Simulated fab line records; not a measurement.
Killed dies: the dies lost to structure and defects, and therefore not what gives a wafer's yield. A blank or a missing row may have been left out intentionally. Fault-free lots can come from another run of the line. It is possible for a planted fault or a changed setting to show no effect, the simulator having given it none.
Split-lot trial    flow berkeley cmos170    23 wafers read from 5 lots, route of 331 steps

THE SPLIT ITSELF
At UCB170_BACKSIDE_COAT_01 (resist thk 900 nm), the setting resist thk nm was moved away from the recipe's 900 nm on 5 of the 23 wafers read, by -5.1% to -3.9%. The other wafers ran this setting at the recipe's value.

The reading is taken at the split's own step.

THE READING
KrF_of_BACKSIDE_COAT_01.thk nm (the simulator's own value, which no gauge read), in nm, at UCB170_BACKSIDE_COAT_01 (resist thk 900 nm). The file does not state a usual value for it. Across the 18 wafers here that went through the recipe, the average is 900.0 nm and the standard deviation 1.8 nm.

wafer   tool, chamber at the split  resist thk nm as run, nm  against the recipe  KrF_of_BACKSIDE_COAT_01.thk nm, nm  against lot-mates on the recipe
L074.1  litho track-03, 0           900                       recipe              899.2                               -
L074.5  litho track-03, 0           900                       recipe              896.9                               -
L074.6  litho track-03, 0           900                       recipe              898.3                               -
L077.2  litho track-04, 0           900                       recipe              898.2                               -
L077.3  litho track-04, 0           864.7                     -3.9%               860.3                               -36.9
L077.4  litho track-04, 0           864.7                     -3.9%               861.4                               -35.8
L077.5  litho track-04, 0           900                       recipe              896.2                               -
L077.6  litho track-04, 0           864.7                     -3.9%               862.4                               -34.8
L076.1  litho track-03, 0           900                       recipe              902.3                               -
L076.2  litho track-03, 0           900                       recipe              900.8                               -
L076.3  litho track-03, 0           900                       recipe              899                                 -
L076.4  litho track-03, 0           900                       recipe              900.2                               -
L076.6  litho track-03, 0           900                       recipe              900.4                               -
L084.1  litho track-04, 0           900                       recipe              902.8                               -
L084.3  litho track-04, 0           900                       recipe              899.2                               -
L084.4  litho track-04, 0           900                       recipe              903.4                               -
L084.5  litho track-04, 0           900                       recipe              900.9                               -
L084.6  litho track-04, 0           900                       recipe              899.6                               -
L081.1  litho track-03, 0           900                       recipe              900.2                               -
L081.2  litho track-03, 0           900                       recipe              900.9                               -
L081.3  litho track-03, 0           900                       recipe              901                                 -
L081.5  litho track-03, 0           853.9                     -5.1%               854.6                               -46.1
L081.6  litho track-03, 0           853.9                     -5.1%               853.1                               -47.6

THE FIT
A straight line over all 23 wafers: KrF_of_BACKSIDE_COAT_01.thk nm changes by +9.38 nm for each +1% of resist thk nm; r = +0.99; the points scatter about the line by 2 nm.
The same after taking each lot's own level away (the mean of its wafers on the recipe; 23 wafers): +9.14 nm for each +1%; r = +1.00; scatter 1.2 nm.
According to that fit, moving resist thk nm by its largest amount changes the reading by 47 nm.
The span of the lots' own levels, 897.20 to 901.18 nm, comes to 2.2 times the standard deviation stated above.
Consequently the slope shifts little with the lot-to-lot level, the two slopes agreeing.
Check: -47.1 nm against its lot-mates is what the line predicts for one of the wafers moved furthest among these (-5.1%) when that wafer is left out of the fit. It came out at -46.1 nm against them.

FURTHER SPLITS ON THESE WAFERS
Before the reading, these wafers also passed through other splits. Each is held against what the fit with the lots' levels taken away leaves over:
other split on the same wafers  wafers away from the commonest value  r with KrF_of_BACKSIDE_COAT_01.thk nm (lot level and that fit taken away)
UCB170_SPACER_CVD_00 time s     7                                     -0.26

THE WHOLE CHAIN: every reading that the file lists as answering this split, in the file's order
step                      what it does       reading                                                                          change (the file's fit)               r (the file's)
UCB170_BACKSIDE_COAT_01   resist thk 900 nm  KrF_of_BACKSIDE_COAT_01.thk nm (the simulator's own value, which no gauge read)  +9.14 nm for each +1% of the setting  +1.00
UCB170_BACKSIDE_STRIP_03  strips in O2       strip time to endpoint s                                                         withheld for each +1% of the setting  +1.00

FILE'S OWN FIT
KrF_of_BACKSIDE_COAT_01.thk nm changes by +9.14 nm for each +1% of resist thk nm, r = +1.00.
